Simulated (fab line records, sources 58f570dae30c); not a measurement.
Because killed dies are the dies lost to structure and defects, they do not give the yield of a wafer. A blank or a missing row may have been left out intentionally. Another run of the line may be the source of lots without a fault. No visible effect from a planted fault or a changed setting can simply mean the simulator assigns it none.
The same fault as seen by 2 desks -- flow berkeley-cmos170 -- only its own numbers are on each desk; what lay behind them is given at the end

## DESK OF THE TOOL OWNER: furnace-04
The tool's own readings at UCB170_GATE_OXIDATION_01 (target thk 6.6 nm, ox time 1800 s): means of the sampled wafers that have a number, for each lot that ran on this tool. A lot is out of limits, marked OUT, if its mean lies more than 4 standard deviations from the usual mean; the brackets give that distance. Of its 8 readings 7 are shown: the one that was out of limits first, and those that lie furthest out on some lot.
Columns: A = spike-tc-centre-C at UCB170_GATE_OXIDATION_01, usual 852.7 C; B = spike-tc-load-C at UCB170_GATE_OXIDATION_01, usual 874.8 C; C = spike-tc-source-C at UCB170_GATE_OXIDATION_01, usual 873.6 C; D = tube-center-temp-C at UCB170_GATE_OXIDATION_01, usual 850 C; E = tube_center_temp_C_max at UCB170_GATE_OXIDATION_01, usual 852.2; F = zone-power-centre-pct at UCB170_GATE_OXIDATION_01, usual 38.9 %; G = zone-power-load-pct at UCB170_GATE_OXIDATION_01, usual 22.5 %
lot,first seen here,A,B,C,D,E,F,G
L409,day 5 13:27,853.0,875.6,875.8,850,852.0,37.8,23.8
L411,day 6 06:14,852.3,876.8,876.5,850,852.4,37.4,23.7
L415,day 7 10:16,855.0,877.0,876.2,850,852.3,37.8,23.8
L416,day 7 10:16,853.6,877.4,874.6,850,852.3,37.5,23.8
L418,day 7 10:16,853.4,877.3,874.3,850,852.6,37.9,23.8
L419,day 7 18:48,728.1 (-99 or more) OUT,749.8 (-43) OUT,748.8 (-50) OUT,725 (-99 or more) OUT,727.1 (-99 or more) OUT,31.5,17.0
L420,day 8 04:30,728.5 (-99 or more) OUT,751.4 (-43) OUT,748.6 (-50) OUT,725 (-99 or more) OUT,727.7 (-99 or more) OUT,31.4,16.9
L421,day 8 04:30,726.8 (-99 or more) OUT,749.8 (-43) OUT,749.5 (-50) OUT,725 (-99 or more) OUT,727.1 (-99 or more) OUT,31.4,16.9
This desk's verdict: out of limits on L419, L420, L421, starting with L419 at day 7 18:48 (spike-tc-centre-C at UCB170_GATE_OXIDATION_01). Within limits: L409, L411, L415, L416, L418.

## AT THE METROLOGY DESK
What the gauges read, lot by lot, whatever tool the lot ran on: means of the sampled wafers that have a number. A lot is out of limits, marked OUT, if its mean lies more than 4 standard deviations from the usual mean; the brackets give that distance.
Columns: A = GATE_OXIDE_THK at UCB170_GATE_THK_MEAS_02, usual 6.51 nm; B = PLDD_OVL at UCB170_PLDD_OVL_MEAS_07, usual -3 nm; C = cd-nm at UCB170_CONTACT_CD_MEAS_15, usual 700.2 nm
lot,first seen here,A,B,C
L409,day 5 14:57,6.34,-3,699.1
L410,day 5 23:40,6.65,-7,700.2
L411,day 6 07:44,6.37,2,701.6
L413,day 6 19:34,6.61,-10,701.1
L414,day 6 19:35,6.63,-4,700.1
L415,day 7 11:46,6.48,-6,699.9
L418,day 7 11:46,6.46,6,698.5
L416,day 7 11:46,6.46,-8,700.0
L419,day 7 20:18,0.81 (-44) OUT,5,700.3
L420,day 8 06:00,0.95 (-43) OUT,5,698.9
L421,day 8 06:01,0.91 (-43) OUT,3,699.7
L427,day 9 11:51,6.64,1,700.8
L428,day 9 11:51,6.54,-10,700.3
L429,day 9 11:51,6.58,-12,698.8
L432,day 10 10:38,6.68,3,699.7
This desk's finding: out of limits on L419, L420, L421; first on L419, day 7 20:18 (GATE_OXIDE_THK at UCB170_GATE_THK_MEAS_02). Within limits: L409, L410, L411, L413, L414, L415, L418, L416, L427, L428, L429, L432.

## ALL TOGETHER
The tool owner's desk could have raised an alarm at day 7 18:48, on L419, L420, L421.
On L419, L420, L421, the metrology desk was in a position to raise an alarm at day 7 20:18.
All the named lots went through UCB170_GATE_OXIDATION_01 on furnace-04.

## WHAT THE SIMULATOR HAD INSERTED
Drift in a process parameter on furnace-04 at UCB170_GATE_OXIDATION_01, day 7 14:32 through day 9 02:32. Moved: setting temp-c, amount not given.
Shown lots that were struck: L419, L420, L421.
Fault start to first reading out of limits, in hours, per desk: tool owner, 4; metrology, 6.
